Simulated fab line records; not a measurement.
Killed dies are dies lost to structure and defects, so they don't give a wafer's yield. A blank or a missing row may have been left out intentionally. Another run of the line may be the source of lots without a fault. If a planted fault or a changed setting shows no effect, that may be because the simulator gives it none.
A lot that was struck, set against a sound lot -- flow rit cmos -- 25 out of 202 route steps
Sound: these wafers, L427.4, L427.5, L427.6. Wafers L439.1, L439.2, L439.6 were the ones struck. Last of all comes the cause.
Order at every step that has rows: each side's tool, ch and its chambers, its first start. Under that, the readings that differ: sound wafers -- struck wafers -- difference of the means -- sigmas: that difference in standard deviations of wafers without a fault.
alike: words and numbers the same on both sides, and readings whose means are apart by under 2 such deviations; not compared: readings that were withheld, readings missing a value for some wafer, numbers with overlapping values and no deviation given by the record, and bounds like >300 which may hide the same value.
A row with sigmas, a row that says differs or no value, or rows on one side alone: a step with any of these is where the two part. When numbers do not overlap yet have no deviation, they are printed without sigmas and do not part them. Lack of a reading on every wafer of one side parts them only where that side has two or more wafers.

first, 1 step without rows for these wafers: RIT_PRETRO_IMPLANT_08.
RIT_PRETRO_STRIP_09: strips in O2, time 180 s.
  sound on plasma asher-03 ch 0,1, day 4 00:05; struck on plasma asher-02 ch 0,1, day 6 11:36
  alike: drypump motor current A
  not compared: rf hours counter h
RIT_PRETRO_TW_MEAS_10:
  struck on film metro-04, day 6 11:47; sound on film metro-01, day 4 00:14
reading,sound,struck,difference,sigmas
PRETRO_TW,467 467 470,476 476 476,+8,+2
then, 5 steps without rows for these wafers: RIT_GATE_WET_ETCH_00 (etches SiO2 in BOE, target depth 56 nm, time 60 s); RIT_GATE_CLEAN_01 (cleans in SC1, time 600 s); RIT_GATE_CLEAN_02 (cleans in dHF, time 30 s); RIT_GATE_CLEAN_03 (cleans in SC2, time 600 s); RIT_GATE_CLEAN_04 (cleans in dHF, time 60 s).
RIT_FOX2_THK_MEAS_91:
  struck on film metro-03, day 6 12:44; sound on film metro-02, day 4 00:44
reading,sound,struck,difference,sigmas
FIELD_OXIDE_LEFT_2_THK (nm),253 265 256,243 241 236,-18,-3
then, 2 steps without rows for these wafers: RIT_GATE_OXIDATION_05 (target thk 3 nm, ox time 270 s); RIT_GATE_ANNEAL_06 (time 600 s).
RIT_GATE_THK_MEAS_07:
  struck on film metro-02, day 6 14:56; sound on film metro-03, day 4 03:19
  alike: GATE_OXIDE_THK
RIT_GATE_CVD_08: deposits poly-Si from SiH4, target thk 250 nm, time 2220 s.
  sound on lpcvd-01 ch 1, day 4 03:21; struck on lpcvd-01 ch 0, day 6 15:00
reading,sound,struck,difference,sigmas
model.poly-Si_of_GATE_CVD_08.thk nm (nm),255 257.9 258.5,348.1 347.2 347,+90.3,
  alike: spike tc centre C
RIT_GATE_THK_MEAS_09:
  struck on film metro-02, day 6 16:37; sound on film metro-03, day 4 04:59
reading,sound,struck,difference,sigmas
GATE_POLY_THK (nm),255.2 257.8 258.4,348.2 347.3 347.2,+90.4,+35
then, 6 steps without rows for these wafers: RIT_GATE_HMDS_10 (prime time 60 s); RIT_GATE_COAT_11 (resist thk 850 nm); RIT_GATE_SOFTBAKE_12 (time 60 s); RIT_GATE_EXPOSE_13 (exposes mask M6, target cd 150 nm); RIT_GATE_PEB_14; RIT_GATE_DEVELOP_15 (develop time 50 s).
RIT_GATE_CD_MEAS_16: the cd target is 150 nm.
  struck on cd sem-01, day 6 17:49; sound on cd sem-01, day 4 05:56
  alike: cd nm
RIT_GATE_OVL_MEAS_17:
  struck on overlay-02, day 6 17:56; sound on overlay-01, day 4 06:01
  alike: GATE_OVL
then, 1 step without rows for these wafers: RIT_GATE_HARDBAKE_18 (time 60 s).
RIT_GATE_ETCH_19: etches poly-Si in SF6/CHF3/O2, stops on SiO2, time 165 s, target depth 312.5 nm.
  sound on rie si-02 ch 2,3, day 4 06:11; struck on rie si-02 ch 0,1,2, day 6 18:07
reading,sound,struck,difference,sigmas
oes product au (a.u.),0.869 0.884 0.881,1.059 0.988 0.998,+0.137,+9
model.GATE.feature depth nm (nm),255 257.9 258.5,329.3 321.2 316.1,+65.1,
model.etch.depth nm (nm),255 257.9 258.5,329.3 321.2 316.1,+65.1,
  alike: CHF3_flow_sccm, drypump motor current A, he backside leak sccm, throttle valve pct
  not compared: rf hours counter h
RIT_GATE_STRIP_20: strips in O2, time 180 s.
  sound on plasma asher-04 ch 0,1, day 4 06:21; struck on plasma asher-02 ch 0,1, day 6 18:13
  alike: drypump motor current A
  not compared: rf hours counter h

## WHERE THEY PART
First at RIT_PRETRO_TW_MEAS_10; last, within this record, at RIT_GATE_ETCH_19. Later steps at which nothing parts them and some readings are alike: RIT_GATE_STRIP_20.

WHY: the cause the simulator had injected
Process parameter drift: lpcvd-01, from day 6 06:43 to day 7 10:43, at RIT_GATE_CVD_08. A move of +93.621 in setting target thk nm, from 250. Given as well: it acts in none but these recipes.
